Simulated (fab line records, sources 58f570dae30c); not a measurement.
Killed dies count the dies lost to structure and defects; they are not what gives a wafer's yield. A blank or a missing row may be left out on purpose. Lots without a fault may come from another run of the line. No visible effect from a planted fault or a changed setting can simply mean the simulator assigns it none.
fab line records | flow berkeleyCmos170
record: lots: 6 | wafers: 18 | lastDay: 12
route steps=331 shown NVT@108 PVT@115 GATE@125
lots that met no fault: from a run of the same line without faults
startH: hours from the record's opening day to when the first of the lot's shown wafers began | waitH: hours from the lot's prior step to this one | " repeats the value in the row above | L1.1+2: a single row standing in for several wafers | - value missing, or start not given | * or withheld: withheld | < > ~ a bound
route shown NAME@n: NAME is a module with steps in the file, n the number in the route of the first one | usual: average and standard deviation across the fault-free wafers | same: alike in all rows | chamber/n: place in a boat | sites: the reading at each site | _std_site: how widely they spread, as a standard deviation | _edge_site: mean of outer sites minus mean of inner sites | radiusMm: for every site, how far away it sits from the centre of the wafer | mask NAME#n: copy n | behind: the most recent tool/chamber to have shaped the wafer | hold: reason for holding the lot/hours on hold/outcome of the hold | device: names the non-switching transistor (n, p or np) | end of line: tests of these same wafers at the route's end | a step without rows: its recipe alone | killed: dies lost to structure and defects at the first sort, not the wafer's yield | map: shows each die of a wafer: x if killed, . if not, _ if none is there
set.NAME: setting as actually run; set.NAME@STEP: the setting as run at that earlier step | model.NAME: the simulator's own value behind a step, which no gauge read
lots at selected steps of the route; one table per step, one row per wafer
services: from which hour (startH, from the record's first day; less than 0 if before it) a tool's chamber was out of use, for how many hours, and why
== steps ==
step: UCB170_NVT_PEB_04
recipe: pebTempC: 130 | pebTimeS: withheld | resist: KrF
step: UCB170_NVT_DEVELOP_05
recipe: developer: TMAH | developTimeS: 45 | resist: KrF | devTempC: 21
step: UCB170_NVT_OVL_MEAS_06
usual: NVT_OVL: -3/5.6
lot.wafer | tool       | chamber | startH | waitH | NVT_OVL[nm]
L514.2    | overlay-01 | -       | 114.48 | -     | -8
L514.3    | "          | -       | "      | "     | -1
L514.5    | "          | -       | "      | "     | 2
L520.1    | overlay-02 | -       | 156.13 | -     | -3
L520.4    | "          | -       | "      | "     | -1
L520.5    | "          | -       | "      | "     | -7
L526.2    | overlay-02 | -       | 186.64 | -     | -9
L526.3    | "          | -       | "      | "     | 1
L526.6    | "          | -       | "      | "     | -5
L528.1    | overlay-02 | -       | 201.27 | -     | -1
L528.3    | "          | -       | "      | "     | 7
L528.4    | "          | -       | "      | "     | -1
L534.2    | overlay-02 | -       | 221.60 | -     | -5
L534.5    | "          | -       | "      | "     | -13
L534.6    | "          | -       | "      | "     | -2
L532.1    | overlay-02 | -       | 222.57 | -     | -6
L532.4    | "          | -       | "      | "     | -9
L532.5    | "          | -       | "      | "     | -6
step: UCB170_NVT_IMPLANT_07
recipe: species: BF2 | doseCm2: 3e+12 | energyKev: 50 | tiltDeg: 7
step: UCB170_NVT_STRIP_08
recipe: chemistry: O2 | powerW: 400 | pressureMtorr: 3500 | platenTempC: withheld | o2FlowSccm: 400 | overashFraction: 0.5
usual: drypumpMotorCurrentA: 5.8/0.5 | oesProductAu: 0.735/0.0049 | stripTimeToEndpointS: 21.64/0.069
lot.wafer | tool           | chamber | startH | waitH | drypumpMotorCurrentA | oesProductAu | rfHoursCounterH | stripTimeToEndpointS
L514.2    | plasmaAsher-02 | 1       | 114.66 | 0.1   | 6.6                  | 0.727        | 31              | 21.74
L514.3    | "              | 0       | "      | "     | 5.8                  | 0.741        | -               | 21.68
L514.5    | "              | 1       | "      | "     | 6.5                  | 0.744        | -               | 21.70
L520.1    | plasmaAsher-02 | 1       | 156.31 | 0.1   | 6.5                  | 0.735        | 36              | 21.70
L520.4    | "              | 0       | "      | "     | 5.8                  | 0.736        | -               | 21.72
L520.5    | "              | 1       | "      | "     | 6.5                  | 0.734        | -               | 21.69
L526.2    | plasmaAsher-01 | 1       | 186.82 | 0.1   | 5.5                  | 0.743        | 50              | 21.69
L526.3    | "              | 0       | "      | "     | 5.1                  | 0.739        | -               | 21.61
L526.6    | "              | 1       | "      | "     | 5.5                  | 0.735        | -               | 21.70
L528.1    | plasmaAsher-01 | 0       | 201.45 | 0.1   | 5.1                  | 0.733        | 51              | 21.51
L528.3    | "              | 1       | "      | "     | 5.5                  | 0.731        | -               | 21.56
L528.4    | "              | 0       | "      | "     | 5.1                  | 0.733        | -               | 21.52
L534.2    | plasmaAsher-02 | 1       | 221.78 | 0.1   | 6.6                  | 0.730        | 42              | 21.67
L534.5    | "              | 1       | "      | "     | 6.5                  | 0.733        | -               | 21.65
L534.6    | "              | 0       | "      | "     | 5.8                  | 0.737        | -               | 21.80
L532.1    | plasmaAsher-01 | 1       | 222.75 | 0.1   | 5.5                  | 0.739        | 54              | 21.49
L532.4    | "              | 0       | "      | "     | 5.1                  | 0.746        | -               | 21.57
L532.5    | "              | 0       | "      | "     | 5.2                  | 0.740        | -               | 21.53
step: UCB170_NVT_TW_MEAS_09
usual: NVT_TW: 526/3.4
lot.wafer | tool         | chamber | startH | waitH | NVT_TW
L514.2    | filmMetro-01 | -       | 114.77 | 0.1   | 522
L514.3    | "            | -       | "      | "     | 524
L514.5    | "            | -       | "      | "     | 520
L520.1    | filmMetro-04 | -       | 156.44 | 0.1   | 526
L520.4    | "            | -       | "      | "     | 526
L520.5    | "            | -       | "      | "     | 526
L526.2    | filmMetro-03 | -       | 186.93 | 0.1   | 530
L526.3    | "            | -       | "      | "     | 531
L526.6    | "            | -       | "      | "     | 529
L528.1    | filmMetro-01 | -       | 201.55 | 0.1   | 526
L528.3    | "            | -       | "      | "     | 524
L528.4    | "            | -       | "      | "     | 524
L534.2    | filmMetro-01 | -       | 221.89 | 0.1   | 521
L534.5    | "            | -       | "      | "     | 517
L534.6    | "            | -       | "      | "     | 522
L532.1    | filmMetro-04 | -       | 222.85 | 0.1   | 528
L532.4    | "            | -       | "      | "     | 523
L532.5    | "            | -       | "      | "     | 524
step: UCB170_NVT_CLEAN_10
recipe: chemistry: SPM | tempC: 120 | timeS: 600
step: UCB170_PVT_HMDS_00
recipe: primeTimeS: 60 | primeTempC: 100
step: UCB170_PVT_COAT_01
recipe: resist: KrF | spinRpm: 1512 | resistThkNm: 900
step: UCB170_PVT_SOFTBAKE_02
recipe: resist: KrF | tempC: 130 | timeS: 60
step: UCB170_PVT_EXPOSE_03
recipe: maskId: NWELL | targetCdNm: 3000 | na: 0.5 | sigmaOuter: 0.6 | sourceShape: conventional | doseMj: 30
step: UCB170_PVT_PEB_04
recipe: pebTempC: 130 | pebTimeS: withheld | resist: KrF
step: UCB170_PVT_DEVELOP_05
recipe: developer: TMAH | developTimeS: 45 | resist: KrF | devTempC: 21
lot.wafer  | tool          | chamber | startH | waitH
L514.2+3+5 | lithoTrack-04 | 0       | 117    | -
L520.1+4+5 | lithoTrack-01 | 0       | 157    | -
L526.2+3+6 | lithoTrack-01 | 0       | 190    | -
L528.1+3+4 | lithoTrack-01 | 0       | 202    | -
L534.2+5+6 | lithoTrack-03 | 0       | 224    | -
L532.1+4+5 | lithoTrack-04 | 0       | 224    | -
step: UCB170_PVT_OVL_MEAS_06
usual: PVT_OVL: -3/5.7
lot.wafer | tool       | chamber | startH | waitH | PVT_OVL[nm]
L514.2    | overlay-01 | -       | 117.26 | -     | -5
L514.3    | "          | -       | "      | "     | 8
L514.5    | "          | -       | "      | "     | 4
L520.1    | overlay-01 | -       | 158.03 | -     | -2
L520.4    | "          | -       | "      | "     | -4
L520.5    | "          | -       | "      | "     | 4
L526.2    | overlay-02 | -       | 190.60 | -     | 7
L526.3    | "          | -       | "      | "     | -6
L526.6    | "          | -       | "      | "     | -2
L528.1    | overlay-02 | -       | 202.63 | -     | 1
L528.3    | "          | -       | "      | "     | -10
L528.4    | "          | -       | "      | "     | -9
L534.2    | overlay-02 | -       | 224.87 | -     | 12
L534.5    | "          | -       | "      | "     | 5
L534.6    | "          | -       | "      | "     | 7
L532.1    | overlay-02 | -       | 224.93 | -     | -9
L532.4    | "          | -       | "      | "     | -12
L532.5    | "          | -       | "      | "     | -8
step: UCB170_PVT_IMPLANT_07
recipe: species: P | doseCm2: 1.968e+12 | energyKev: 30 | tiltDeg: 7
step: UCB170_PVT_STRIP_08
recipe: chemistry: O2 | powerW: 400 | pressureMtorr: 3500 | platenTempC: withheld | o2FlowSccm: 400 | overashFraction: 0.5
usual: drypumpMotorCurrentA: 5.6/0.41 | oesProductAu: 0.734/0.0045 | stripTimeToEndpointS: 21.57/0.061
lot.wafer | tool           | chamber | startH | waitH | drypumpMotorCurrentA | oesProductAu | rfHoursCounterH | stripTimeToEndpointS
L514.2    | plasmaAsher-01 | 1       | 117.52 | 0.2   | 5.5                  | 0.738        | 43              | 21.65
L514.3    | "              | 0       | "      | "     | 5.1                  | 0.737        | -               | 21.52
L514.5    | "              | 0       | "      | "     | 5.1                  | 0.730        | -               | 21.63
L520.1    | plasmaAsher-04 | 0       | 158.21 | 0.1   | 6.3                  | 0.727        | 4               | 21.56
L520.4    | "              | 0       | "      | "     | 6.3                  | 0.738        | -               | 21.59
L520.5    | "              | 1       | "      | "     | 5.3                  | 0.731        | -               | 21.55
L526.2    | plasmaAsher-01 | 0       | 190.78 | 0.1   | 5.1                  | 0.736        | 50              | 21.53
L526.3    | "              | 0       | "      | "     | 5.1                  | 0.729        | -               | 21.52
L526.6    | "              | 0       | "      | "     | 5.1                  | 0.722        | -               | 21.51
L528.1    | plasmaAsher-04 | 1       | 202.82 | 0.1   | 5.3                  | 0.730        | 9               | 21.69
L528.3    | "              | 1       | "      | "     | 5.3                  | 0.738        | -               | 21.64
L528.4    | "              | 0       | "      | "     | 6.3                  | 0.730        | -               | 21.69
L534.2    | plasmaAsher-03 | 1       | 225.05 | 0.1   | 5.5                  | 0.731        | 53              | 21.55
L534.5    | "              | 1       | "      | "     | 5.5                  | 0.733        | -               | 21.52
L534.6    | "              | 0       | "      | "     | 6.0                  | 0.739        | -               | 21.63
L532.1    | plasmaAsher-01 | 1       | 225.11 | 0.1   | 5.5                  | 0.737        | 54              | 21.51
L532.4    | "              | 1       | "      | "     | 5.6                  | 0.742        | -               | 21.53
L532.5    | "              | 0       | "      | "     | 5.1                  | 0.743        | -               | 21.54
step: UCB170_PVT_TW_MEAS_09
usual: PVT_TW: 512/6.3
lot.wafer | tool         | chamber | startH | waitH | PVT_TW
L514.2    | filmMetro-04 | -       | 117.63 | 0.1   | 506
L514.3    | "            | -       | "      | "     | 505
L514.5    | "            | -       | "      | "     | 506
L520.1    | filmMetro-04 | -       | 158.31 | 0.1   | 504
L520.4    | "            | -       | "      | "     | 507
L520.5    | "            | -       | "      | "     | 507
L526.2    | filmMetro-03 | -       | 190.94 | 0.1   | 31
L526.3    | "            | -       | "      | "     | 31
L526.6    | "            | -       | "      | "     | 31
L528.1    | filmMetro-02 | -       | 202.92 | 0.1   | 32
L528.3    | "            | -       | "      | "     | 32
L528.4    | "            | -       | "      | "     | 32
L534.2    | filmMetro-04 | -       | 225.16 | 0.1   | 505
L534.5    | "            | -       | "      | "     | 506
L534.6    | "            | -       | "      | "     | 504
L532.1    | filmMetro-03 | -       | 225.21 | 0.1   | 510
L532.4    | "            | -       | "      | "     | 511
L532.5    | "            | -       | "      | "     | 510
step: UCB170_GATE_WET_ETCH_00
recipe: chemistry: dHF | dilution: 25:1 | target: SiO2 | tempC: 25 | timeS: 200
== services ==
tool           | chamber | startH | hours | kind
plasmaAsher-04 | -       | 108.75 | 9.0   | pm
plasmaAsher-04 | 0       | 108.75 | 9.0   | ventCycle
plasmaAsher-04 | 1       | 108.75 | 9.0   | ventCycle
plasmaAsher-04 | 0       | 117.75 | -     | clean
plasmaAsher-04 | 1       | 117.75 | -     | clean
plasmaAsher-02 | -       | 206.09 | 1.5   | repair
== key ==
firstSign: step: UCB170_PVT_TW_MEAS_09 | reading: PVT_TW | direction: down | sigmas: 76 | usual: 512 | struck: 32
effect none on later readings
metAt UCB170_PVT_DEVELOP_05
struckWafers L526.2,L526.3,L526.6,L528.1,L528.3,L528.4
sortLeftOut L526.2,L526.3,L526.6,L528.1,L528.3,L528.4
testerLeftOut L526,L528
onsetBetween 157 190
fault: kind: processParameterDrift | tool: lithoTrack-01 | chamber: - | onsetH: 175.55 | steps: UCB170_PVT_DEVELOP_05 | channel: developTimeS | offset: * | shape: step | endH: 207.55 | actsIn: * | stated: *
testerLeftOut: of these lots the tester's yield and bins aren't shown, on N5 and GAA mostly nor the transistor test; their killed dies are dies lost to structure and defects alone, not to doping, threshold or leakage, so they don't give the yield
sortLeftOut: the simulated sort isn't trusted on such a fault, so these wafers' sort isn't shown, and their yield isn't known
